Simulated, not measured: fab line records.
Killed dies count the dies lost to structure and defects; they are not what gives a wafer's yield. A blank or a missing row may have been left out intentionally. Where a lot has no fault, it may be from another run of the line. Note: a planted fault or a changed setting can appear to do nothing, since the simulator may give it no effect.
Struck lot and sound lot, side by side | flow rit-cmos | 43 out of 202 route steps
Sound: these wafers, L261.2, L261.5, L261.6. Wafers L271.1, L271.5, L271.6 were the ones struck. The cause is named last.
At each step with rows: each side's tool, then ch and its chambers, then its first start. Under that, the readings that differ: sound wafers | struck wafers | difference of the means | sigmas: that difference in standard deviations of wafers without a fault.
alike: readings whose means differ by less than 2 such deviations, and words and numbers that are the same on both sides. not compared: withheld readings, readings that some wafer has no value for, bounds like >300 that may hide the same value, and numbers for which the record gives no deviation and whose values overlap.
Wherever a step has rows on one side only, a row that says differs or no value, or a row with sigmas, the two part there. When numbers do not overlap yet have no deviation, they are printed without sigmas and do not part them. A reading missing from all wafers of one side parts the sides only when that side holds two or more wafers.

first, 3 steps without rows for these wafers: RIT_PRETRO_EXPOSE_03 (exposes mask M5, target cd 43700 nm); RIT_PRETRO_PEB_04; RIT_PRETRO_DEVELOP_05 (develop time 68 s).
RIT_PRETRO_OVL_MEAS_06:
  sound on overlay-02, day 2 06:47; struck on overlay-01, day 4 11:25
  alike: PRETRO_OVL
then, 2 steps without rows for these wafers: RIT_PRETRO_HARDBAKE_07 (time 120 s); RIT_PRETRO_IMPLANT_08.
RIT_PRETRO_STRIP_09: strips in O2, time 180 s.
  sound on plasma-asher-04 ch 0,1, day 2 07:13; struck on plasma-asher-04 ch 0,1, day 4 11:50
  alike: chamber-pressure-mTorr, drypump-motor-current-A
  not compared: rf-hours-counter-h
RIT_PRETRO_TW_MEAS_10:
  sound on film-metro-02, day 2 07:25; struck on film-metro-02, day 4 12:01
  alike: PRETRO_TW
then, 4 steps without rows for these wafers: RIT_GATE_WET_ETCH_00 (etches SiO2 in BOE, target depth 56 nm, time 60 s); RIT_GATE_CLEAN_01 (cleans in SC1, time 600 s); RIT_GATE_CLEAN_02 (cleans in dHF, time 30 s); RIT_GATE_CLEAN_03 (cleans in SC2, time 600 s).
RIT_GATE_CLEAN_04: cleans in dHF, time 60 s.
  sound on wet-bench-02 ch 0, day 2 08:10; struck on wet-bench-02 ch 1, day 4 12:29
RIT_FOX2_THK_MEAS_91:
  sound on film-metro-03, day 2 08:12; struck on film-metro-04, day 4 12:31
  alike: FIELD_OXIDE_LEFT_2_THK
then, 2 steps without rows for these wafers: RIT_GATE_OXIDATION_05 (target thk 3 nm, ox time 270 s); RIT_GATE_ANNEAL_06 (time 600 s).
RIT_GATE_THK_MEAS_07:
  sound on film-metro-03, day 2 11:12; struck on film-metro-04, day 4 14:37
  alike: GATE_OXIDE_THK
then, 1 step without rows for these wafers: RIT_GATE_CVD_08 (deposits poly-Si from SiH4, target thk 250 nm, time 2220 s).
RIT_GATE_THK_MEAS_09:
  sound on film-metro-02, day 2 12:53; struck on film-metro-04, day 4 16:18
  alike: GATE_POLY_THK
then, 6 steps without rows for these wafers: RIT_GATE_HMDS_10 (prime time 60 s); RIT_GATE_COAT_11 (resist thk 841 nm); RIT_GATE_SOFTBAKE_12 (time 60 s); RIT_GATE_EXPOSE_13 (exposes mask M6, target cd 150 nm); RIT_GATE_PEB_14; RIT_GATE_DEVELOP_15 (develop time 50 s).
RIT_GATE_CD_MEAS_16: target cd 150 nm.
  sound on cd-sem-02, day 2 13:55; struck on cd-sem-02, day 4 17:20
  alike: cd-nm
RIT_GATE_OVL_MEAS_17:
  sound on overlay-02, day 2 14:02; struck on overlay-02, day 4 17:27
  alike: GATE_OVL
then, 1 step without rows for these wafers: RIT_GATE_HARDBAKE_18 (time 60 s).
RIT_GATE_ETCH_19: etches poly-Si in SF6/CHF3/O2, stops on SiO2, time 165 s, target depth 312.5 nm.
  sound on rie-si-02 ch 0,3, day 2 14:13; struck on rie-si-02 ch 0,1,3, day 4 17:38
  reading                        | sound             | struck            | difference | sigmas
  chamber-pressure-mTorr (mTorr) | 39.96 40.01 39.91 | 40.05 40.02 40.03 | +0.07      | +2
  alike: drypump-motor-current-A, oes-product-au, throttle-valve-pct
  not compared: rf-hours-counter-h
RIT_GATE_STRIP_20: strips in O2, time 180 s.
  sound on plasma-asher-03 ch 0,1, day 2 14:19; struck on plasma-asher-02 ch 0,1, day 4 17:45
  alike: chamber-pressure-mTorr, drypump-motor-current-A
  not compared: rf-hours-counter-h
RIT_GATE_CD_MEAS_90: target cd 150 nm.
  sound on cd-sem-01, day 2 14:31; struck on cd-sem-01, day 4 17:55
  alike: cd-nm
then, 4 steps without rows for these wafers: RIT_REOX_CLEAN_00 (cleans in SC1, time 610 s); RIT_REOX_CLEAN_01 (cleans in dHF, time 30 s); RIT_REOX_CLEAN_02 (cleans in SC2, time 600 s); RIT_REOX_OXIDATION_03 (target thk 25.2 nm, ox time 5580 s).
RIT_REOX_THK_MEAS_04:
  sound on film-metro-02, day 2 18:38; struck on film-metro-02, day 4 21:12
  alike: REOX_OXIDE_THK
then, 6 steps without rows for these wafers: RIT_NLDD_HMDS_00 (prime time 60 s); RIT_NLDD_COAT_01 (resist thk 1000 nm); RIT_NLDD_SOFTBAKE_02 (time 60 s); RIT_NLDD_EXPOSE_03 (exposes mask M7, target cd 40700 nm); RIT_NLDD_PEB_04; RIT_NLDD_DEVELOP_05 (develop time 50 s).
RIT_M1_PROBE_99:
  sound on prober-01, day 3 11:19; struck on prober-02, day 5 13:53
  reading                                      | sound                | struck               | difference | sigmas
  model.etest.diode-nwell-sub.leak-log10-a-cm2 | -7.619 -7.833 -7.519 | -5.632 -5.574 -5.748 | +2.006     |
  model.etest.nmos_0p3.short                   | 0 0 0                | 1 1 1                | +1         |
  model.etest.ring.over-limit                  | 0 0 0                | 1 1 1                | +1         |
  model.etest.pmos_0p15.over-limit             | 0 0 0                | 1 1 1                | +1         |
  model.etest.antenna-poly.over-limit          | 0 0 0                | 1 1 1                | +1         |
  model.etest.ring.no-ring                     | 0 0 0                | 1 1 1                | +1         |
  model.etest.antenna-contact.over-limit       | 0 0 0                | 1 1 1                | +1         |
  model.etest.pmos-narrow.short                | 0 0 0                | 1 1 1                | +1         |
  alike: killed_at_M0_to_M3, killed-at-contacts, killed-at-front-end, killed-dies, killed-open, killed-short

## WHERE THEY PART
Within this record, at RIT_GATE_ETCH_19 only. Later steps at which nothing parts them and some readings are alike: RIT_GATE_STRIP_20, RIT_GATE_CD_MEAS_90, RIT_REOX_THK_MEAS_04, RIT_M1_PROBE_99.

WHY: whatever the simulator had introduced
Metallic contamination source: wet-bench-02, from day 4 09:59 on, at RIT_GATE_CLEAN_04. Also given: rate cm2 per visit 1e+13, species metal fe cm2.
